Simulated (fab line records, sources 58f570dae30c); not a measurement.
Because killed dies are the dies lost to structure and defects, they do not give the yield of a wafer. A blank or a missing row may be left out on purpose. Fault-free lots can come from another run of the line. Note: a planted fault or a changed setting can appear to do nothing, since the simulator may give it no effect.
What tool caused it? | flow berkeley_cmos170 | 14 lots with 42 wafers sampled at 5 steps, on a route of 331 steps

## WHAT EACH GAUGE READ, for each wafer
UCB170_SDANNEAL_RS_MEAS_02: measures by four-point-probe.
lot  | measured     | on            | PSD_RS (ohm/sq)
L167 | day 6 17:37  | film_metro-04 | 75.24 75.26 75.32
L169 | day 7 01:53  | film_metro-04 | 75.46 75.40 75.39
L170 | day 7 02:05  | film_metro-02 | 75.42 75.09 75.45
L172 | day 7 21:11  | film_metro-02 | 75.38 75.86 75.72
L173 | day 8 09:58  | film_metro-04 | 75.41 75.38 75.28
L174 | day 8 19:41  | film_metro-02 | 75.83 75.81 75.84
L176 | day 8 19:32  | film_metro-04 | 74.92 74.97 75.09
L177 | day 8 19:07  | film_metro-02 | 75.53 75.94 75.70
L179 | day 9 14:11  | film_metro-04 | 75.44 75.66 75.47
L180 | day 9 18:05  | film_metro-01 | 76.44 76.72 76.48
L181 | day 10 01:02 | film_metro-04 | 76.77 76.63 76.83
L183 | day 10 23:59 | film_metro-02 | 75.69 75.40 75.66
L184 | day 10 23:16 | film_metro-02 | 75.66 75.92 75.76
L189 | day 11 23:22 | film_metro-04 | 75.70 76.18 75.85

UCB170_M1_RS_MEAS_01: measures by four-point-probe.
lot  | measured     | on            | M1_AL_RS (ohm/sq)
L167 | day 6 23:07  | film_metro-02 | 0.0488 0.0487 0.0484
L169 | day 7 08:17  | film_metro-04 | 0.0483 0.0488 0.0488
L170 | day 7 07:32  | film_metro-01 | 0.0480 0.0486 0.0486
L172 | day 8 04:01  | film_metro-02 | 0.0488 0.0483 0.0495
L173 | day 8 16:06  | film_metro-04 | 0.0484 0.0483 0.0485
L174 | day 9 04:36  | film_metro-01 | 0.0492 0.0476 0.0487
L176 | day 9 04:38  | film_metro-04 | 0.0484 0.0485 0.0488
L177 | day 9 01:22  | film_metro-01 | 0.0488 0.0490 0.0479
L179 | day 9 19:43  | film_metro-01 | 0.0492 0.0487 0.0483
L180 | day 10 01:26 | film_metro-02 | 0.0495 0.0493 0.0482
L181 | day 10 08:44 | film_metro-02 | 0.0482 0.0486 0.0475
L183 | day 11 07:23 | film_metro-02 | 0.0488 0.0492 0.0482
L184 | day 11 06:37 | film_metro-01 | 0.0484 0.0493 0.0484
L189 | day 12 07:17 | film_metro-01 | 0.0490 0.0478 0.0482

UCB170_M1_THK_MEAS_02: measures by xrf.
lot  | measured     | on            | M1_AL_THK (nm)
L167 | day 6 23:14  | film_metro-02 | 597 600 601
L169 | day 7 08:24  | film_metro-04 | 594 592 590
L170 | day 7 07:37  | film_metro-01 | 595 587 586
L172 | day 8 04:07  | film_metro-02 | 597 603 594
L173 | day 8 16:13  | film_metro-04 | 599 596 599
L174 | day 9 04:43  | film_metro-01 | 591 606 593
L176 | day 9 04:44  | film_metro-04 | 595 593 593
L177 | day 9 01:29  | film_metro-01 | 588 588 601
L179 | day 9 19:50  | film_metro-01 | 587 590 596
L180 | day 10 01:32 | film_metro-02 | 586 587 602
L181 | day 10 08:50 | film_metro-02 | 601 597 612
L183 | day 11 07:29 | film_metro-02 | 596 592 604
L184 | day 11 06:44 | film_metro-01 | 595 582 595
L189 | day 12 07:24 | film_metro-01 | 593 604 599

## TOOL THAT RAN EACH LOT (tool first, then ch and the chambers of the sampled wafers, then the start)
lot  | UCB170_PFIELD_STRIP_08              | UCB170_SDANNEAL_RTA_00
L167 | plasma_asher-01 ch 0, day 4 10:08   | rtp_anneal-01 ch 0, day 6 17:29
L169 | plasma_asher-04 ch 0,1, day 4 16:10 | rtp_anneal-01 ch 0, day 7 01:45
L170 | plasma_asher-01 ch 0,1, day 4 16:30 | rtp_anneal-02 ch 0, day 7 01:56
L172 | plasma_asher-04 ch 0,1, day 5 09:53 | rtp_anneal-02 ch 0, day 7 21:03
L173 | plasma_asher-01 ch 0,1, day 5 22:14 | rtp_anneal-01 ch 0, day 8 09:51
L174 | plasma_asher-03 ch 0,1, day 6 07:30 | rtp_anneal-02 ch 0, day 8 19:34
L176 | plasma_asher-03 ch 0,1, day 6 07:49 | rtp_anneal-02 ch 0, day 8 19:23
L177 | plasma_asher-04 ch 0,1, day 6 07:54 | rtp_anneal-02 ch 0, day 8 18:59
L179 | plasma_asher-03 ch 0,1, day 6 20:14 | rtp_anneal-02 ch 0, day 9 14:04
L180 | plasma_asher-01 ch 0,1, day 7 05:38 | rtp_anneal-02 ch 0, day 9 17:57
L181 | plasma_asher-03 ch 0,1, day 7 13:55 | rtp_anneal-02 ch 0, day 10 00:55
L183 | plasma_asher-04 ch 0,1, day 8 11:41 | rtp_anneal-01 ch 0, day 10 23:50
L184 | plasma_asher-04 ch 0,1, day 8 13:56 | rtp_anneal-01 ch 0, day 10 23:08
L189 | plasma_asher-03 ch 0, day 9 12:32   | rtp_anneal-01 ch 0, day 11 23:08
- UCB170_PFIELD_STRIP_08: strips in O2.
- UCB170_SDANNEAL_RTA_00: time 10 s.

## WHAT THE TOOLS THEMSELVES READ (means of the sampled wafers that have a number; where no wafer has one, the mark that the record gives instead)
UCB170_PFIELD_STRIP_08.
lot  | tool            | drypump_motor_current_A (A) | oes_product_au (a.u.) | strip_time_to_endpoint_s (s)
L167 | plasma_asher-01 | 5.1                         | 0.734                 | 21.67
L169 | plasma_asher-04 | 5.6                         | 0.740                 | 21.64
L170 | plasma_asher-01 | 5.4                         | 0.735                 | 21.57
L172 | plasma_asher-04 | 5.6                         | 0.730                 | 21.69
L173 | plasma_asher-01 | 5.2                         | 0.736                 | 21.71
L174 | plasma_asher-03 | 6.0                         | 0.736                 | 21.64
L176 | plasma_asher-03 | 6.0                         | 0.736                 | 21.71
L177 | plasma_asher-04 | 5.1                         | 0.733                 | 21.61
L179 | plasma_asher-03 | 6.0                         | 0.732                 | 21.55
L180 | plasma_asher-01 | 5.4                         | 0.731                 | 21.68
L181 | plasma_asher-03 | 5.5                         | 0.729                 | 21.62
L183 | plasma_asher-04 | 5.6                         | 0.732                 | 21.64
L184 | plasma_asher-04 | 5.6                         | 0.736                 | 21.72
L189 | plasma_asher-03 | 6.5                         | 0.732                 | 21.67

UCB170_SDANNEAL_RTA_00.
lot  | tool          | lamp_power_pct (%) | wafer_temp_C_max
L167 | rtp_anneal-01 | 23                 | 904.3
L169 | rtp_anneal-01 | 23                 | 904.9
L170 | rtp_anneal-02 | 32                 | 904.7
L172 | rtp_anneal-02 | 32                 | 904.4
L173 | rtp_anneal-01 | 23                 | 904.7
L174 | rtp_anneal-02 | 32                 | 904.3
L176 | rtp_anneal-02 | 32                 | 906.0
L177 | rtp_anneal-02 | 32                 | 905.2
L179 | rtp_anneal-02 | 32                 | 904.5
L180 | rtp_anneal-02 | 32                 | 903.8
L181 | rtp_anneal-02 | 32                 | 904.2
L183 | rtp_anneal-01 | 23                 | 903.9
L184 | rtp_anneal-01 | 23                 | 904.5
L189 | rtp_anneal-01 | 23                 | 904.6

## THE ANSWER, worked out from the rows above alone
Rule: usual is defined by the lots themselves. The widest of any qualifying gaps counts: lots, ordered by their means at a reading, are off when they make up no more than a third of the lots, leave a main group of 4 or more, and stand apart from it by 3 or more times the standard deviation of that group's means. A main group whose means are all the same, to the digits that the tables above print for the reading, isn't used. Also off: a lot with no number at a reading for which 4 or more lots have one. All remaining lots with rows at the step are treated as sound. Order of review: gauges by route order, followed by the tools' own readings, for which a lot's mean as printed above is used. The first step at which some lot is off is used, and at that step the reading that is off furthest; a lot without a number counts as furthest.
Across all readings shown, no lot is off: no conclusion can be drawn from this.

## WHAT WAS PUT IN BY THE SIMULATOR
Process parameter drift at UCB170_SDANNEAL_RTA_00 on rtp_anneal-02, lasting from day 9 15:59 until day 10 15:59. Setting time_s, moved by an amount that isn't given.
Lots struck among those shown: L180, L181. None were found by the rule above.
